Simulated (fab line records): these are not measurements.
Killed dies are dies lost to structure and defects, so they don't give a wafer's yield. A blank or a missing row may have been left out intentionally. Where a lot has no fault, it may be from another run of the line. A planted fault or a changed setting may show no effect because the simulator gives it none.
Struck lot and sound lot, side by side :: flow berkeley-cmos170 :: 27 steps out of a route of 331
Sound: the wafers L889.1, L889.3, L889.6. Wafers struck: L902.1, L902.4, L902.6. Last of all comes the cause.
Each step with rows lists, per side, the tool, then ch with its chambers, then its first start. Under that, the readings that differ: sound wafers :: struck wafers :: difference of the means :: sigmas: that difference in standard deviations of wafers without a fault.
alike: a reading whose means differ by less than 2 such deviations, as well as words and numbers matching on both sides. not compared: withheld readings; readings where some wafer has no value; bounds like >300 that might hide an equal value; numbers whose values overlap and for which the record gives no deviation.
The two part at a step that has a row with sigmas, a row that says differs or no value, or rows on one side only. When numbers do not overlap yet have no deviation, they are printed without sigmas and do not part them. Lack of a reading on every wafer of one side parts them only where that side has two or more wafers.

first, 1 step without rows for these wafers: UCB170_PSD_IMPLANT_08.
UCB170_PSD_STRIP_09: strips in O2.
  sound on plasma-asher-02 ch 0, day 7 01:37; struck on plasma-asher-02 ch 1, day 9 21:16
reading: drypump-motor-current-A (A)
sound: 5.1 5.1 5.1
struck: 5.9 5.9 5.9
difference: +0.8
sigmas: +2
  alike: o2-flow-sccm, oes-product-au, strip-time-to-endpoint-s
  not compared: rf-hours-counter-h
UCB170_PSD_TW_MEAS_10:
  sound on film-metro-03, day 7 01:43; struck on film-metro-03, day 9 21:22
  alike: PSD_TW
then, 7 steps without rows for these wafers: UCB170_PSD_CLEAN_11 (cleans in SPM, time 600 s); UCB170_NSD_HMDS_00 (prime time 60 s); UCB170_NSD_COAT_01 (resist thk 900 nm); UCB170_NSD_SOFTBAKE_02 (time 60 s); UCB170_NSD_EXPOSE_03 (exposes mask NSELECT MOD, target cd 1200 nm); UCB170_NSD_PEB_04; UCB170_NSD_DEVELOP_05 (develop time 45 s).
UCB170_NSD_CD_MEAS_06: target cd 1200 nm.
  sound on cd-sem-01, day 7 03:14; struck on cd-sem-02, day 10 00:32
  alike: cd-nm
UCB170_NSD_OVL_MEAS_07:
  sound on overlay-02, day 7 03:21; struck on overlay-02, day 10 00:39
  alike: NSD_OVL
UCB170_NSD_IMPLANT_08:
  sound on implanter-02 ch 0, day 7 03:23; struck on implanter-03 ch 0, day 10 00:41
reading: beam-energy-keV
sound: 40.004 40.009 39.996
struck: 41.068 41.062 41.071
difference: +1.064
sigmas: +97

reading: model.implant.drp-nm (nm)
sound: 21.16 21.16 21.16
struck: 21.63 21.63 21.63
difference: +0.47
sigmas: 
UCB170_NSD_STRIP_09: strips in O2.
  sound on plasma-asher-03 ch 0,1, day 7 03:32; struck on plasma-asher-03 ch 0,1, day 10 00:50
reading: strip-time-to-endpoint-s (s)
sound: 35.79 35.83 35.84
struck: 36.25 36.18 36.17
difference: +0.38
sigmas: +6
  alike: drypump-motor-current-A, o2-flow-sccm, oes-product-au
  not compared: rf-hours-counter-h
UCB170_NSD_TW_MEAS_10:
  sound on film-metro-01, day 7 03:38; struck on film-metro-03, day 10 00:56
reading: NSD_TW
sound: 4229 4241 4222
struck: 4170 4147 4162
difference: -71
sigmas: -2
then, 4 steps without rows for these wafers: UCB170_NSD_CLEAN_11 (cleans in SPM, time 600 s); UCB170_BACKSIDE_HMDS_00 (prime time 60 s); UCB170_BACKSIDE_COAT_01 (resist thk 900 nm); UCB170_BACKSIDE_SOFTBAKE_02 (time 60 s).
UCB170_BACKSIDE_STRIP_03: strips in O2.
  sound on plasma-asher-02 ch 0,1, day 7 05:02; struck on plasma-asher-03 ch 0,1, day 10 02:01
  alike: drypump-motor-current-A, o2-flow-sccm, oes-product-au, strip-time-to-endpoint-s
  not compared: rf-hours-counter-h
then, 1 step without rows for these wafers: UCB170_BACKSIDE_CLEAN_04 (cleans in SPM, time 600 s).
UCB170_SDANNEAL_RTA_00: time 10 s.
  sound on rtp-anneal-02 ch 0, day 7 05:19; struck on rtp-anneal-01 ch 0, day 10 02:28
reading: lamp-power-pct (%)
sound: 22.6 22.6 22.6
struck: 24.4 24.3 24.4
difference: +1.8
sigmas: +2

reading: wafer_temp_C_max
sound: 906.3 904.7 905.0
struck: 910.2 906.7 906.9
difference: +2.6
sigmas: +2
  alike: anneal-temp-c-max
UCB170_SDANNEAL_RTA_01: time 5 s.
  sound on rtp-anneal-02 ch 0, day 7 05:22; struck on rtp-anneal-01 ch 0, day 10 02:32
reading: lamp-power-pct (%)
sound: 34.8 34.9 34.9
struck: 37.6 37.5 37.6
difference: +2.7
sigmas: +2
  alike: anneal-temp-c-max, wafer_temp_C_max
UCB170_SDANNEAL_RS_MEAS_02: measures by four-point-probe.
  sound on film-metro-01, day 7 05:28; struck on film-metro-04, day 10 02:35
  alike: PSD_RS
UCB170_SDANNEAL_RS_MEAS_03: measures by four-point-probe.
  sound on film-metro-01, day 7 05:35; struck on film-metro-04, day 10 02:43
reading: NSD_RS (ohm/sq)
sound: 37.26 37.19 37.35
struck: 36.93 36.94 36.98
difference: -0.32
sigmas: -4
UCB170_SDANNEAL_RS_MEAS_04: measures by four-point-probe.
  sound on film-metro-01, day 7 05:42; struck on film-metro-04, day 10 02:50
  alike: PLDD_RS
UCB170_M3_PROBE_99:
  record: rows for the struck wafers here (prober-02, day 11 03:37), none for the sound ones

== WHERE THEY PART ==
Earliest at UCB170_PSD_STRIP_09; latest, in this record, at UCB170_M3_PROBE_99.

WHY: whatever the simulator had introduced
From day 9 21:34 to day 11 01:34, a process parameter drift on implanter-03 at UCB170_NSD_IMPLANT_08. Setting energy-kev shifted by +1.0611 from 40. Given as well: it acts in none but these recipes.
